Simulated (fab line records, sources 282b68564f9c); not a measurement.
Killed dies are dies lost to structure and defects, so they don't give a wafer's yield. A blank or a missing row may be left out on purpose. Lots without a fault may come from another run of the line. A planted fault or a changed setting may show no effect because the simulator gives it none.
Which tool did it? | flow rit_cmos | 7 lots, 21 wafers sampled, at 3 steps of a route of 202

WHAT THE GAUGES READ, wafer by wafer
RIT_GATE_THK_MEAS_09.
lot  | measured    | on            | GATE_POLY_THK (nm)
L735 | day 3 02:17 | film_metro-03 | 250.0 250.7 248.2
L737 | day 3 15:59 | film_metro-01 | 246.4 248.5 249.7
L739 | day 3 22:04 | film_metro-03 | 245.8 245.1 247.4
L743 | day 4 19:02 | film_metro-01 | 252.9 252.2 252.4
L745 | day 5 09:05 | film_metro-02 | 263.8 264.8 263.0
L750 | day 6 05:34 | film_metro-03 | 252.0 251.5 251.2
L754 | day 7 02:20 | film_metro-01 | 249.2 250.4 249.0

WHICH TOOL RAN EACH LOT (tool, then ch and the chambers of the sampled wafers, then the start)
lot  | RIT_NWELL_STRIP_09                  | RIT_GATE_CVD_08
L735 | plasma_asher-02 ch 0,1, day 2 11:48 | lpcvd-02 ch 0, day 3 00:41
L737 | plasma_asher-03 ch 0,1, day 2 23:11 | lpcvd-02 ch 0, day 3 14:22
L739 | plasma_asher-03 ch 0,1, day 3 07:41 | lpcvd-02 ch 1, day 3 20:26
L743 | plasma_asher-02 ch 0,1, day 4 05:04 | lpcvd-01 ch 0, day 4 17:24
L745 | plasma_asher-01 ch 0,1, day 4 17:49 | lpcvd-01 ch 0, day 5 07:26
L750 | plasma_asher-01 ch 0,1, day 5 14:56 | lpcvd-02 ch 1, day 6 03:56
L754 | plasma_asher-03 ch 0,1, day 6 12:30 | lpcvd-02 ch 0, day 7 00:43
- RIT_NWELL_STRIP_09: strips in O2, time 180 s.
- RIT_GATE_CVD_08: deposits poly-Si from SiH4, target thk 250 nm, time 2220 s.

THE ANSWER, worked out from the rows above alone
Rule: what is usual is taken from the lots themselves. Put in order of their means at a reading, lots are off if they are a third of the lots or fewer, leave a main group of 4 or more, and stand apart from it by a gap of 3 or more times the standard deviation of the main group's means; of several such gaps the widest counts. A main group whose means are all the same, to the digits that the tables above print for the reading, isn't used. A lot without any number at a reading at which 4 lots or more have one is off too. The other lots that the step has rows for count as sound.
Off: L745, at RIT_GATE_THK_MEAS_09 (GATE_POLY_THK). The main group: mean 249.6 nm, standard deviation 2.1.
A tool fits if, at a process step before that reading, it ran every lot that is off, and no sound lot after the first of them. The gauges at RIT_GATE_THK_MEAS_09 are tried like those tools. Can't be told from this: 2 tools fit, lpcvd-01 at RIT_GATE_CVD_08, film_metro-02 at RIT_GATE_THK_MEAS_09.

WHAT THE SIMULATOR HAD PUT IN
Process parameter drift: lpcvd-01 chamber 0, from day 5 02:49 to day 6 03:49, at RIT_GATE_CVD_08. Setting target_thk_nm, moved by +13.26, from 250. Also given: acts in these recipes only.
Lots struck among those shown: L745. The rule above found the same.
